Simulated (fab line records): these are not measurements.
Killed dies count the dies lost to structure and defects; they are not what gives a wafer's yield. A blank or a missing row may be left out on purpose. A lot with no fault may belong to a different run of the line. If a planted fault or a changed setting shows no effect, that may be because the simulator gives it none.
Which of the tools did it? ; flow berkeley-cmos170 ; 14 lots, 42 wafers sampled, at 3 steps of a route of 331

== WHAT THE GAUGES READ, wafer by wafer ==
UCB170_NLDD_TW_MEAS_11. Usual: NLDD_TW 2218, standard deviation 20.
lot;measured;on;NLDD_TW;flag
L120;day 7 19:22;film-metro-02;2244 2258 2239;
L121;day 8 06:35;film-metro-04;2209 2217 2221;
L123;day 8 06:49;film-metro-03;2207 2197 2202;
L124;day 8 20:33;film-metro-03;2195 2201 2210;
L125;day 8 21:20;film-metro-03;2206 2210 2202;
L130;day 9 21:47;film-metro-02;2238 2258 2253;
L129;day 9 22:02;film-metro-04;2216 2222 2203;
L132;day 10 09:01;film-metro-04;2201 2210 2218;
L133;day 10 09:05;film-metro-02;2262 2264 2245;
L134;day 10 23:38;film-metro-03;2341 2334 2324;OFF
L137;day 11 07:01;film-metro-02;2243 2254 2245;
L135;day 11 08:25;film-metro-03;2319 2315 2316;OFF
L142;day 12 18:26;film-metro-03;2202 2192 2203;
L143;day 12 22:01;film-metro-04;2219 2201 2221;

UCB170_SDANNEAL_RS_MEAS_05: the measuring method here is four-point-probe. Usual: NLDD_RS 616.1 ohm/sq, standard deviation 1.6.
lot;measured;on;NLDD_RS (ohm/sq);flag
L120;day 8 07:53;film-metro-03;619.9 617.4 615.7;
L121;day 8 17:13;film-metro-02;615.6 614.8 616.2;
L123;day 8 17:26;film-metro-04;617.3 617.1 619.1;
L124;day 9 11:31;film-metro-04;616.5 616.3 617.4;
L125;day 9 11:20;film-metro-02;614.6 615.3 615.4;
L130;day 10 10:02;film-metro-02;617.2 618.3 617.2;
L129;day 10 10:51;film-metro-02;614.9 614.8 616.2;
L132;day 10 21:43;film-metro-03;617.2 615.3 616.4;
L133;day 10 21:45;film-metro-04;618.0 618.3 618.5;
L134;day 11 12:21;film-metro-02;536.8 537.4 536.0;OFF
L137;day 11 22:19;film-metro-02;615.5 617.1 615.5;
L135;day 11 22:38;film-metro-04;535.4 537.2 535.6;OFF
L142;day 13 08:45;film-metro-02;614.7 616.7 615.1;
L143;day 13 10:49;film-metro-03;617.3 616.6 616.5;

== WHAT TOOL EACH LOT RAN ON (gives the tool, then ch and the chambers of the sampled wafers, and finally the start) ==
lot;UCB170_NLDD_IMPLANT_09
L120;implanter-01 ch 0, day 7 19:07
L121;implanter-04 ch 0, day 8 06:22
L123;implanter-03 ch 0, day 8 06:34
L124;implanter-01 ch 0, day 8 20:18
L125;implanter-03 ch 0, day 8 21:08
L130;implanter-03 ch 0, day 9 21:33
L129;implanter-04 ch 0, day 9 21:47
L132;implanter-04 ch 0, day 10 08:47
L133;implanter-03 ch 0, day 10 08:51
L134;implanter-03 ch 0, day 10 23:24
L137;implanter-01 ch 0, day 11 06:47
L135;implanter-03 ch 0, day 11 08:11
L142;implanter-01 ch 0, day 12 18:11
L143;implanter-01 ch 0, day 12 21:46
- UCB170_NLDD_IMPLANT_09

== WHAT THE TOOLS THEMSELVES READ (means of the sampled wafers that have a number; where no wafer has one, the mark that the record gives instead) ==
UCB170_NLDD_IMPLANT_09. Usual: beam-energy-keV 30.000, standard deviation 0.0088; dose-ions-cm2 5e+13, standard deviation 6.2e+10; faraday-current-uA 158, standard deviation 3.3.
lot;tool;beam-energy-keV;dose-ions-cm2;faraday-current-uA;flag
L120;implanter-01;30.000;5e+13;159;
L121;implanter-04;29.988;5e+13;158;
L123;implanter-03;29.996;5e+13;159;
L124;implanter-01;30.002;5e+13;162;
L125;implanter-03;30.011;5e+13;156;
L130;implanter-03;30.003;5e+13;156;
L129;implanter-04;29.997;5e+13;158;
L132;implanter-04;30.008;5e+13;159;
L133;implanter-03;29.998;5e+13;158;
L134;implanter-03;29.996;7e+13;229;OFF
L137;implanter-01;29.991;5e+13;160;
L135;implanter-03;29.997;7e+13;225;OFF
L142;implanter-01;30.009;5e+13;156;
L143;implanter-01;30.001;5e+13;157;

== THE ANSWER, worked out from the rows above alone ==
Rule: lot off if the mean of its wafers having a number is beyond 3 standard deviations from the usual mean. A lot without any number at a reading at which 4 lots or more have one is off too. Where the step has rows for the other lots, those lots are counted as sound. First the gauges in route order, then the tools' own readings, where a lot's mean is used as printed above. The first step at which some lot is off is used, and at that step the reading that is off furthest; a lot without a number counts as furthest.
Off: L134, L135, at UCB170_NLDD_TW_MEAS_11 (NLDD_TW).
A tool fits if, at a process step before that reading, it ran every lot that is off, and no sound lot after the first of them. The gauges at UCB170_NLDD_TW_MEAS_11 aren't tried: what is off there is off at UCB170_SDANNEAL_RS_MEAS_05 too, on other tools, and a gauge's error can't cause that. One fits: implanter-03 at UCB170_NLDD_IMPLANT_09. Its last sound lot is L133 (day 10 08:51), its first lot that is off L134 (day 10 23:24): a fault that began between those two fits.
The tool's own readings at UCB170_NLDD_IMPLANT_09 bear it out: on the lots that are off they differ by more than 5 times the standard deviation of the sound lots' means. dose-ions-cm2 reads 7e+13 there against 5e+13 on the sound lots; faraday-current-uA reads 227 there against 158 on the sound lots.

== WHAT THE SIMULATOR PUT IN ==
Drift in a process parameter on implanter-03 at UCB170_NLDD_IMPLANT_09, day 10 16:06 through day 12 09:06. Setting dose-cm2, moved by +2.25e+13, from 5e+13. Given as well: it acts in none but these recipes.
Shown lots that were struck: L134, L135. The rule above found the same.
